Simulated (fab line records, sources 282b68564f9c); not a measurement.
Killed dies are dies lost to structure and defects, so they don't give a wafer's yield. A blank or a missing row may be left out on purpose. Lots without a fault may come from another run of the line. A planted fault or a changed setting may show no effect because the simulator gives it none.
Which tool did it? | flow rit_cmos | 15 lots, 45 wafers sampled, at 2 steps of a route of 202

WHAT THE GAUGES READ, wafer by wafer
The record holds no reading of a measuring or inspecting step that can be judged against a usual standard deviation.

WHICH TOOL RAN EACH LOT (tool, then ch and the chambers of the sampled wafers, then the start)
lot  | RIT_M1_STRIP_14                     | RIT_M1_PROBE_99
L690 | plasma_asher-02 ch 0,1, day 3 06:39 | prober-02, day 3 08:34
L692 | plasma_asher-04 ch 0,1, day 3 20:21 | prober-02, day 3 22:19
L693 | plasma_asher-04 ch 0,1, day 4 00:17 | prober-01, day 4 02:17
L694 | plasma_asher-02 ch 0,1, day 4 04:07 | prober-02, day 4 06:35
L695 | plasma_asher-04 ch 0,1, day 4 08:02 | prober-01, day 4 09:58
L697 | plasma_asher-04 ch 0,1, day 4 17:03 | prober-01, day 4 19:00
L698 | plasma_asher-02 ch 0,1, day 5 00:16 | prober-02, day 5 02:11
L700 | plasma_asher-02 ch 0,1, day 5 09:16 | prober-02, day 5 11:11
L701 | plasma_asher-02 ch 0,1, day 5 13:28 | prober-01, day 5 15:26
L702 | plasma_asher-02 ch 0,1, day 5 17:55 | prober-02, day 5 19:50
L705 | plasma_asher-04 ch 0,1, day 6 09:40 | prober-01, day 6 13:56
L709 | plasma_asher-01 ch 0,1, day 7 07:29 | prober-01, day 7 09:26
L710 | plasma_asher-04 ch 0,1, day 7 12:52 | prober-02, day 7 15:50
L711 | plasma_asher-04 ch 0,1, day 7 16:03 | prober-01, day 7 18:24
L713 | plasma_asher-02 ch 0,1, day 8 06:30 | prober-01, day 8 08:28
- RIT_M1_STRIP_14: strips in O2, time 180 s.
- RIT_M1_PROBE_99

WHAT THE TOOLS THEMSELVES READ (means of the sampled wafers that have a number; where no wafer has one, the mark that the record gives instead)
RIT_M1_STRIP_14. Usual: drypump_motor_current_A 5.4 A, standard deviation 0.62; run_length_s 207.9 s, standard deviation 0.44.
lot  | tool            | drypump_motor_current_A (A) | run_length_s (s) | flag
L690 | plasma_asher-02 | 5.2                         | 208.2            |
L692 | plasma_asher-04 | 5.3                         | 207.7            |
L693 | plasma_asher-04 | 5.4                         | 207.6            |
L694 | plasma_asher-02 | 5.2                         | 208.2            |
L695 | plasma_asher-04 | 5.8                         | 207.8            |
L697 | plasma_asher-04 | 5.8                         | 207.6            |
L698 | plasma_asher-02 | 5.0                         | 207.8            |
L700 | plasma_asher-02 | 5.0                         | 207.8            |
L701 | plasma_asher-02 | 5.0                         | 208.1            |
L702 | plasma_asher-02 | 5.2                         | 208.1            |
L705 | plasma_asher-04 | 5.8                         | 197.5            | OFF
L709 | plasma_asher-01 | 6.0                         | 208.0            |
L710 | plasma_asher-04 | 5.8                         | 197.4            | OFF
L711 | plasma_asher-04 | 5.3                         | 202.5            | OFF
L713 | plasma_asher-02 | 5.0                         | 208.0            |

RIT_M1_PROBE_99. Usual: defect_limited_yield 97.3 %, standard deviation 1.2; killed_at_M0_to_M3 0.0, standard deviation 0.083; killed_at_contacts 0.0, standard deviation 0.2; killed_at_front_end 7, standard deviation 3.1; killed_dies 7, standard deviation 3.1; killed_open 3.5, standard deviation 1.9; killed_short 3.6, standard deviation 2.1.
lot  | tool      | defect_limited_yield (%) | killed_at_M0_to_M3 | killed_at_contacts | killed_at_front_end | killed_dies | killed_open | killed_short | flag
L690 | prober-02 | 96.9                     | 0.3                | 0.0                | 8                   | 8           | 5.7         | 2.7          | OFF
L692 | prober-02 | 97.7                     | 0.0                | 0.0                | 6                   | 6           | 3.7         | 2.3          |
L693 | prober-01 | 98.5                     | 0.0                | 0.0                | 4                   | 4           | 1.3         | 2.7          |
L694 | prober-02 | 96.9                     | 0.0                | 0.0                | 8                   | 8           | 4.0         | 4.3          |
L695 | prober-01 | 97.6                     | 0.0                | 0.3                | 6                   | 6           | 3.0         | 3.3          |
L697 | prober-01 | 95.3                     | 0.0                | 0.0                | 12                  | 12          | 5.7         | 6.7          |
L698 | prober-02 | 96.6                     | 0.0                | 0.0                | 9                   | 9           | 3.3         | 5.7          |
L700 | prober-02 | 97.7                     | 0.0                | 0.0                | 6                   | 6           | 3.0         | 3.0          |
L701 | prober-01 | 96.2                     | 0.0                | 0.0                | 10                  | 10          | 5.7         | 4.3          |
L702 | prober-02 | 97.7                     | 0.0                | 0.0                | 6                   | 6           | 3.7         | 2.3          |
L705 | prober-01 | 97.6                     | 0.0                | 0.0                | 6                   | 6           | 2.3         | 4.0          |
L709 | prober-01 | 97.9                     | 0.0                | 0.0                | 6                   | 6           | 3.3         | 2.3          |
L710 | prober-02 | 98.2                     | 0.0                | 0.0                | 5                   | 5           | 3.0         | 1.7          |
L711 | prober-01 | 97.3                     | 0.0                | 0.0                | 7                   | 7           | 3.3         | 3.7          |
L713 | prober-01 | 97.1                     | 0.0                | 0.0                | 8                   | 8           | 4.7         | 3.0          |

THE ANSWER, worked out from the rows above alone
Rule: a lot is off if the mean of its wafers that have a number lies more than 3 standard deviations from the usual mean. A lot without any number at a reading at which 4 lots or more have one is off too. The other lots that the step has rows for count as sound. The gauges are gone through in route order, then the tools' own readings, and for those a lot's mean is taken as printed above. The first step at which some lot is off is used, and at that step the reading that is off furthest; a lot without a number counts as furthest.
Off: L705, L710, L711, at RIT_M1_STRIP_14 (run_length_s).
A tool fits if, at that step or a process step before it, it ran every lot that is off, and no sound lot after the first of them. One fits: plasma_asher-04 at RIT_M1_STRIP_14. Its last sound lot is L697 (day 4 17:03), its first lot that is off L705 (day 6 09:40): a fault that began between those two fits.
The tool's own readings at RIT_M1_STRIP_14 bear it out: on the lots that are off they differ by more than 5 times the standard deviation of the sound lots' means. run_length_s reads 199.1 s there against 207.9 s on the sound lots.

WHAT THE SIMULATOR HAD PUT IN
Process parameter drift: plasma_asher-04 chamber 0, from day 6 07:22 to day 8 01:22, at RIT_M1_STRIP_14. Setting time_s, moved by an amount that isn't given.
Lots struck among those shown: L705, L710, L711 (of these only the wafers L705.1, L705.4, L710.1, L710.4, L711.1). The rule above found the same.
